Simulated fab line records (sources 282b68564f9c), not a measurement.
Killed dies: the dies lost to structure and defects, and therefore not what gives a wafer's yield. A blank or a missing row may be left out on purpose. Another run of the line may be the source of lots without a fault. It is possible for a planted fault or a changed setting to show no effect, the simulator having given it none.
A lot that was struck, set against a sound lot :: flow ritCmos :: 26 steps out of a route of 202
Sound: the wafers L817.1, L817.2, L817.4. Wafers L809.1, L809.2, L809.6 were the ones struck. The cause is given at the end.
Each step with rows lists, per side, the tool, then ch with its chambers, then its first start. Under that, the readings that differ: sound wafers :: struck wafers :: difference of the means :: sigmas: that difference in standard deviations of wafers without a fault.
alike: readings with means less than 2 such deviations apart, plus words and numbers identical on both sides. not compared: withheld readings, readings lacking a value on some wafer, bounds such as >300 that could conceal the same value, and numbers that have no deviation in the record and whose values overlap.
Wherever a step has rows on one side only, a row that says differs or no value, or a row with sigmas, the two part there. When numbers do not overlap yet have no deviation, they are printed without sigmas and do not part them. Lack of a reading on every wafer of one side parts them only where that side has two or more wafers.

first, 2 steps without rows for these wafers: RIT_FOX2_CLEAN_02 (cleans in dHF, time 171.4 s); RIT_FOX2_WET_ETCH_03 (etches Si3N4 in H3PO4, target depth 195 nm, time 2700 s).
RIT_FOX2_THK_MEAS_90:
  sound: filmMetro-03 at day 6 04:26; struck: filmMetro-01 at day 4 12:36
  alike: FIELD_OXIDE_LEFT_1_THK
then, 6 steps without rows for these wafers: RIT_NWELL_HMDS_00 (prime time 62.67 s); RIT_NWELL_COAT_01 (resist thk 1300 nm); RIT_NWELL_SOFTBAKE_02 (time 60 s); RIT_NWELL_EXPOSE_03 (exposes mask M2, target cd 43900 nm); RIT_NWELL_PEB_04; RIT_NWELL_DEVELOP_05 (develop time 68 s).
RIT_NWELL_OVL_MEAS_06:
  sound: overlay-01 at day 6 05:23; struck: overlay-01 at day 4 13:38
  alike: NWELL_OVL
then, 2 steps without rows for these wafers: RIT_NWELL_HARDBAKE_07 (time 120 s); RIT_NWELL_IMPLANT_08.
RIT_NWELL_STRIP_09: strips in O2, time 180 s.
  sound on plasmaAsher-03 ch 0,1, day 6 05:53; struck on plasmaAsher-03 ch 0,1, day 4 14:05
  no value came back on the struck wafers for chamberPressureMTorr (mTorr), drypumpMotorCurrentA (A), rfReflPowerW (W); on the sound wafers chamberPressureMTorr (mTorr) reads 3998 3997 4002
reading: model.NOVOLAK_of_NWELL_COAT_01.thkNm (nm)
sound: 0 0 0
struck: 1136 1134 1138
difference: +1136
sigmas: 
  not compared: rfHoursCounterH
RIT_NWELL_TW_MEAS_10:
  sound: filmMetro-03 at day 6 06:03; struck: filmMetro-03 at day 4 14:16
  alike: NWELL_TW
then, 6 steps without rows for these wafers: RIT_PWELL_HMDS_00 (prime time 60 s); RIT_PWELL_COAT_01 (resist thk 1300 nm); RIT_PWELL_SOFTBAKE_02 (time 60 s); RIT_PWELL_EXPOSE_03 (exposes mask M3, target cd 43700 nm); RIT_PWELL_PEB_04; RIT_PWELL_DEVELOP_05 (develop time 68 s).
RIT_PWELL_OVL_MEAS_06:
  sound: overlay-02 at day 6 07:14; struck: overlay-01 at day 4 15:12
  alike: PWELL_OVL
then, 2 steps without rows for these wafers: RIT_PWELL_HARDBAKE_07 (time 120 s); RIT_PWELL_IMPLANT_08.
RIT_PWELL_STRIP_09: strips in O2, time 180 s.
  sound on plasmaAsher-04 ch 0,1, day 6 07:40; struck on plasmaAsher-03 ch 0,1, day 4 15:38
  alike: chamberPressureMTorr, drypumpMotorCurrentA, rfReflPowerW
  not compared: rfHoursCounterH
RIT_PWELL_TW_MEAS_10:
  sound: filmMetro-03 at day 6 07:51; struck: filmMetro-02 at day 4 15:49
reading: PWELL_TW
sound: 958 961 957
struck: 30 30 30
difference: -929
sigmas: -99 or more
then, 1 step without rows for these wafers: RIT_WELLDRIVE_ANNEAL_00 (time 14700 s).

WHERE THEY PART
Earliest at RIT_NWELL_STRIP_09; latest, in this record, at RIT_PWELL_TW_MEAS_10.

WHY: what had been put in by the simulator
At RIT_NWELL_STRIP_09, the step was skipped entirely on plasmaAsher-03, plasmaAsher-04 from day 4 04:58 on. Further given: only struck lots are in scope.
